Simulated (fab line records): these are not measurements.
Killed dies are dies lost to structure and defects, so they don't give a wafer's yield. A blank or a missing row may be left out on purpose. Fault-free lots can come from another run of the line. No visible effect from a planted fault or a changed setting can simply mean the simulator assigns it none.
Which tool was responsible? | flow ritCmos | 45 wafers from 15 lots sampled at 2 of the route's 202 steps

WHAT THE GAUGES READ, wafer by wafer
RIT_FOX1_THK_MEAS_01. Usual: FOX1_OXIDE_THK typically reads 355 nm, with standard deviation 6.8.
lot  | measured    | on           | FOX1_OXIDE_THK (nm) | flag
L456 | day 1 16:58 | filmMetro-01 | 351 354 359         | 
L457 | day 1 23:01 | filmMetro-01 | 362 361 358         | 
L458 | day 2 04:11 | filmMetro-02 | 358 357 358         | 
L459 | day 2 08:04 | filmMetro-01 | 352 347 349         | 
L460 | day 2 12:55 | filmMetro-02 | 355 350 352         | 
L462 | day 2 22:59 | filmMetro-01 | 347 350 351         | 
L463 | day 3 06:37 | filmMetro-03 | 351 352 345         | 
L466 | day 3 20:22 | filmMetro-02 | 397 397 394         | OFF
L469 | day 4 10:42 | filmMetro-03 | 395 401 399         | OFF
L472 | day 5 01:04 | filmMetro-03 | 406 406 403         | OFF
L474 | day 5 11:51 | filmMetro-02 | 358 363 358         | 
L475 | day 5 16:58 | filmMetro-02 | 359 363 355         | 
L477 | day 6 01:57 | filmMetro-01 | 365 360 365         | 
L478 | day 6 06:49 | filmMetro-02 | 346 348 345         | 
L479 | day 6 11:54 | filmMetro-01 | 347 353 347         | 

TOOL THAT RAN EACH LOT (tool first, then ch and the chambers of the sampled wafers, then the start)
lot  | RIT_FOX1_OXIDATION_00
L456 | furnace-04 ch 0, day 1 15:39
L457 | furnace-02 ch 0, day 1 21:41
L458 | furnace-04 ch 0, day 2 02:52
L459 | furnace-04 ch 0, day 2 06:45
L460 | furnace-01 ch 0, day 2 11:35
L462 | furnace-04 ch 0, day 2 21:40
L463 | furnace-02 ch 0, day 3 05:17
L466 | furnace-01 ch 0, day 3 19:03
L469 | furnace-01 ch 0, day 4 09:21
L472 | furnace-01 ch 0, day 4 23:45
L474 | furnace-02 ch 0, day 5 10:32
L475 | furnace-04 ch 0, day 5 15:38
L477 | furnace-02 ch 0, day 6 00:38
L478 | furnace-02 ch 0, day 6 05:31
L479 | furnace-04 ch 0, day 6 10:34
- RIT_FOX1_OXIDATION_00: target thk 350.7 nm, ox time 1130 s.

WHAT THE TOOLS THEMSELVES READ (means of the sampled wafers that have a number; where no wafer has one, the mark that the record gives instead)
RIT_FOX1_OXIDATION_00. Usual: spikeTcCentreC 1102.0 C, standard deviation 1.2; spikeTcLoadC 1128.0 C, standard deviation 2.3; spikeTcSourceC 1127 C, standard deviation 3.2; tubeCenterTempC 1100 C, standard deviation 0.11; tube_center_temp_C_max 1102.9, standard deviation 0.47; zonePowerCentrePct 60 %, standard deviation 5.
lot  | tool       | spikeTcCentreC (C) | spikeTcLoadC (C) | spikeTcSourceC (C) | tubeCenterTempC (C) | tube_center_temp_C_max | zonePowerCentrePct (%) | flag
L456 | furnace-04 | 1101.6             | 1130.1           | 1130               | 1100                | 1102.3                 | 61                     | 
L457 | furnace-02 | 1100.1             | 1125.7           | 1125               | 1100                | 1103.7                 | 64                     | 
L458 | furnace-04 | 1102.5             | 1130.0           | 1129               | 1100                | 1102.7                 | 61                     | 
L459 | furnace-04 | 1102.1             | 1130.4           | 1130               | 1100                | 1102.7                 | 62                     | 
L460 | furnace-01 | 1103.0             | 1126.3           | 1122               | 1100                | 1102.6                 | 51                     | 
L462 | furnace-04 | 1102.7             | 1131.1           | 1130               | 1100                | 1103.1                 | 62                     | 
L463 | furnace-02 | 1100.7             | 1127.1           | 1126               | 1100                | 1103.1                 | 64                     | 
L466 | furnace-01 | 1126.1             | 1150.6           | 1147               | 1125                | 1127.9                 | 52                     | OFF
L469 | furnace-01 | 1127.8             | 1151.1           | 1147               | 1125                | 1127.8                 | 53                     | OFF
L472 | furnace-01 | 1127.1             | 1150.2           | 1147               | 1125                | 1127.8                 | 53                     | OFF
L474 | furnace-02 | 1101.5             | 1126.0           | 1125               | 1100                | 1102.7                 | 64                     | 
L475 | furnace-04 | 1102.7             | 1130.9           | 1130               | 1100                | 1102.8                 | 62                     | 
L477 | furnace-02 | 1100.6             | 1125.7           | 1126               | 1100                | 1102.5                 | 64                     | 
L478 | furnace-02 | 1100.9             | 1126.5           | 1125               | 1100                | 1103.2                 | 64                     | 
L479 | furnace-04 | 1102.6             | 1129.6           | 1130               | 1100                | 1102.8                 | 60                     | 

THE ANSWER, worked out from the rows above alone
Rule: lot off if the mean of its wafers having a number is beyond 3 standard deviations from the usual mean. A lot without any number at a reading at which 4 lots or more have one is off too. Any other lot the step has rows for is counted as sound. First the gauges in route order, then the tools' own readings, where a lot's mean is used as printed above. At the first step where some lot is off, the reading lying furthest off is the one used; lots without a number count as furthest.
Off: at RIT_FOX1_THK_MEAS_01 (FOX1_OXIDE_THK), L466, L469, L472.
If a tool, at a process step before that reading, ran all the lots that are off and no sound lot after the first of them, it fits. The gauges at RIT_FOX1_THK_MEAS_01 aren't tried: what is off there is off at RIT_FOX1_OXIDATION_00 too, on other tools, and a gauge's error can't cause that. One fits: RIT_FOX1_OXIDATION_00 on furnace-01. Its last sound lot is L460 (day 2 11:35), its first lot that is off L466 (day 3 19:03): a fault that began between those two fits.
The tool's own readings at RIT_FOX1_OXIDATION_00 bear it out: on the lots that are off they differ by more than 5 times the standard deviation of the sound lots' means. spikeTcCentreC reads 1127.0 C there against 1101.8 C on the sound lots; spikeTcLoadC reads 1150.6 C there against 1128.3 C on the sound lots; spikeTcSourceC reads 1147 C there against 1127 C on the sound lots; tubeCenterTempC reads 1125 C there against 1100 C on the sound lots; tube_center_temp_C_max reads 1127.8 there against 1102.8 on the sound lots.

WHAT THE SIMULATOR PUT IN
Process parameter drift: furnace-01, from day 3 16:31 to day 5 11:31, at RIT_FOX1_OXIDATION_00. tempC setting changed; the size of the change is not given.
Struck lots among those shown: L466, L469, L472. Same finding as the rule above.
